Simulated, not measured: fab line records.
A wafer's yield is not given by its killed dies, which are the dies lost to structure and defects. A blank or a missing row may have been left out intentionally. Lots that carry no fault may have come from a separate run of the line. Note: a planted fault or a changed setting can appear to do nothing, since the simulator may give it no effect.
Which tool did it? | flow berkeleyCmos170 | 15 lots with 45 wafers sampled at 4 steps, on a route of 331 steps

WHAT EACH GAUGE READ, for each wafer
UCB170_ACTIVE_OVL_MEAS_14. Usual: ACTIVE_OVL typically reads 1 nm, with standard deviation 5.3.
lot  | measured     | on         | ACTIVE_OVL (nm) | flag
L470 | day 5 05:26  | overlay-02 | 0 -8 -6         | 
L471 | day 5 11:08  | overlay-02 | -3 -2 -1        | 
L474 | day 5 19:10  | overlay-02 | 0 10 5          | 
L477 | day 6 18:33  | overlay-01 | -5 7 -11        | 
L478 | day 7 02:23  | overlay-02 | -1 -6 -10       | 
L480 | day 7 02:40  | overlay-02 | 4 1 4           | 
L481 | day 7 14:14  | overlay-01 | 5 -2 2          | 
L482 | day 7 14:31  | overlay-01 | -1 1 -1         | 
L486 | day 8 13:28  | overlay-01 | 3 0 -3          | 
L487 | day 9 00:29  | overlay-02 | 0 -1 0          | 
L489 | day 9 13:18  | overlay-01 | 6 7 5           | 
L488 | day 9 13:32  | overlay-02 | 2 2 -1          | 
L490 | day 9 23:30  | overlay-01 | 2 5 11          | 
L491 | day 9 23:54  | overlay-02 | -5 4 -2         | 
L492 | day 10 06:09 | overlay-02 | 3 -2 2          | 

UCB170_SACOX_THK_MEAS_02. Usual: SACOX_OXIDE_THK typically reads 14.52 nm, with standard deviation 0.22.
lot  | measured     | on           | SACOX_OXIDE_THK (nm) | flag
L470 | day 6 13:02  | filmMetro-01 | 14.74 14.68 14.75    | 
L471 | day 6 21:32  | filmMetro-03 | 14.70 14.76 14.91    | 
L474 | day 7 05:27  | filmMetro-03 | 14.43 14.17 14.26    | 
L477 | day 7 19:05  | filmMetro-01 | 14.41 14.50 14.37    | 
L478 | day 8 06:52  | filmMetro-03 | 14.43 14.22 14.22    | 
L480 | day 8 06:53  | filmMetro-02 | 14.31 14.35 14.21    | 
L481 | day 8 14:22  | filmMetro-02 | 14.52 14.49 14.57    | 
L482 | day 8 14:22  | filmMetro-03 | 14.61 14.57 14.65    | 
L486 | day 9 19:19  | filmMetro-03 | 14.45 14.49 14.23    | 
L487 | day 10 04:28 | filmMetro-01 | 14.57 14.57 14.51    | 
L489 | day 10 17:46 | filmMetro-01 | 14.25 14.10 14.36    | 
L488 | day 10 17:48 | filmMetro-03 | 14.32 14.49 14.53    | 
L490 | day 11 00:56 | filmMetro-03 | 14.57 14.54 14.59    | 
L491 | day 11 00:59 | filmMetro-02 | 14.42 14.34 14.42    | 
L492 | day 11 08:00 | filmMetro-03 | 14.80 14.60 14.47    | 

UCB170_PVT_OVL_MEAS_06. Usual: PVT_OVL typically reads -1 nm, with standard deviation 5.5.
lot  | measured     | on         | PVT_OVL (nm) | flag
L470 | day 7 05:59  | overlay-02 | 12 0 -1      | 
L471 | day 7 13:46  | overlay-02 | -1 -4 1      | 
L474 | day 8 01:13  | overlay-01 | -3 -3 -7     | 
L477 | day 8 09:38  | overlay-02 | -1 -3 2      | 
L478 | day 8 21:01  | overlay-01 | 3 0 1        | 
L480 | day 8 21:05  | overlay-02 | -7 -15 -12   | 
L481 | day 9 08:48  | overlay-01 | 0 0 -3       | 
L482 | day 9 08:17  | overlay-02 | 1 0 -1       | 
L486 | day 10 11:34 | overlay-02 | -6 -4 -4     | 
L487 | day 10 22:05 | overlay-02 | 6 5 9        | 
L489 | day 11 05:37 | overlay-02 | -4 -7 -6     | 
L488 | day 11 05:04 | overlay-02 | -1 -3 2      | 
L490 | day 11 20:46 | overlay-01 | 0 4 -1       | 
L491 | day 11 20:53 | overlay-01 | -5 -8 -3     | 
L492 | day 12 01:04 | overlay-02 | 4 1 2        | 

EACH LOT AND THE TOOL THAT RAN IT (in order: tool; ch and the chambers of the sampled wafers; start)
lot  | UCB170_NVT_PEB_04
L470 | lithoTrack-03 ch 0, day 7 02:33
L471 | lithoTrack-01 ch 0, day 7 09:56
L474 | lithoTrack-03 ch 0, day 7 20:39
L477 | lithoTrack-04 ch 0, day 8 07:29
L478 | lithoTrack-03 ch 0, day 8 18:34
L480 | lithoTrack-04, day 8 18:50
L481 | lithoTrack-03, day 9 04:01
L482 | lithoTrack-04, day 9 03:46
L486 | lithoTrack-03 ch 0, day 10 09:38
L487 | lithoTrack-04 ch 0, day 10 19:13
L489 | lithoTrack-03 ch 0, day 11 03:32
L488 | lithoTrack-04 ch 0, day 11 03:10
L490 | lithoTrack-01 ch 0, day 11 15:28
L491 | lithoTrack-01 ch 0, day 11 15:44
L492 | lithoTrack-04 ch 0, day 11 20:13
- UCB170_NVT_PEB_04

AS READ BY THE TOOLS THEMSELVES (means over the sampled wafers that have a number; for cases with no such wafer, the mark the record gives instead)
UCB170_NVT_PEB_04. Usual: chillPlateTempC 23.00 C, standard deviation 0.12; exhaustPa 45.1 Pa, standard deviation 0.74.
lot  | tool          | chillPlateTempC (C) | exhaustPa (Pa) | flag
L470 | lithoTrack-03 | 22.96               | 45.2           | 
L471 | lithoTrack-01 | 22.98               | 45.3           | 
L474 | lithoTrack-03 | 22.88               | 44.6           | 
L477 | lithoTrack-04 | 23.03               | 46.3           | 
L478 | lithoTrack-03 | 23.08               | 45.1           | 
L480 | lithoTrack-04 | -                   | -              | OFF
L481 | lithoTrack-03 | -                   | -              | OFF
L482 | lithoTrack-04 | -                   | -              | OFF
L486 | lithoTrack-03 | 22.89               | 45.2           | 
L487 | lithoTrack-04 | 23.17               | 45.8           | 
L489 | lithoTrack-03 | 23.00               | 44.7           | 
L488 | lithoTrack-04 | 23.16               | 44.8           | 
L490 | lithoTrack-01 | 22.93               | 45.8           | 
L491 | lithoTrack-01 | 22.92               | 44.9           | 
L492 | lithoTrack-04 | 23.16               | 46.0           | 

THE ANSWER, worked out from the rows above alone
Rule: take the mean of a lot's wafers that have a number; if it is more than 3 standard deviations from the usual mean, the lot is off. A lot without any number at a reading at which 4 lots or more have one is off too. Where the step has rows for the other lots, those lots are counted as sound. After the gauges, taken in route order, come the tools' own readings; for these a lot's mean is taken, as printed above. The first step at which some lot is off is used, and at that step the reading that is off furthest; a lot without a number counts as furthest.
Off at UCB170_NVT_PEB_04 (chillPlateTempC): L480, L481, L482. Without a number there: L480, L481, L482.
If a tool, at that step or one of the process steps before it, ran each lot that is off and ran no sound lot following the first of them, it fits. Of those tried, none fits.

WHAT THE SIMULATOR PUT IN
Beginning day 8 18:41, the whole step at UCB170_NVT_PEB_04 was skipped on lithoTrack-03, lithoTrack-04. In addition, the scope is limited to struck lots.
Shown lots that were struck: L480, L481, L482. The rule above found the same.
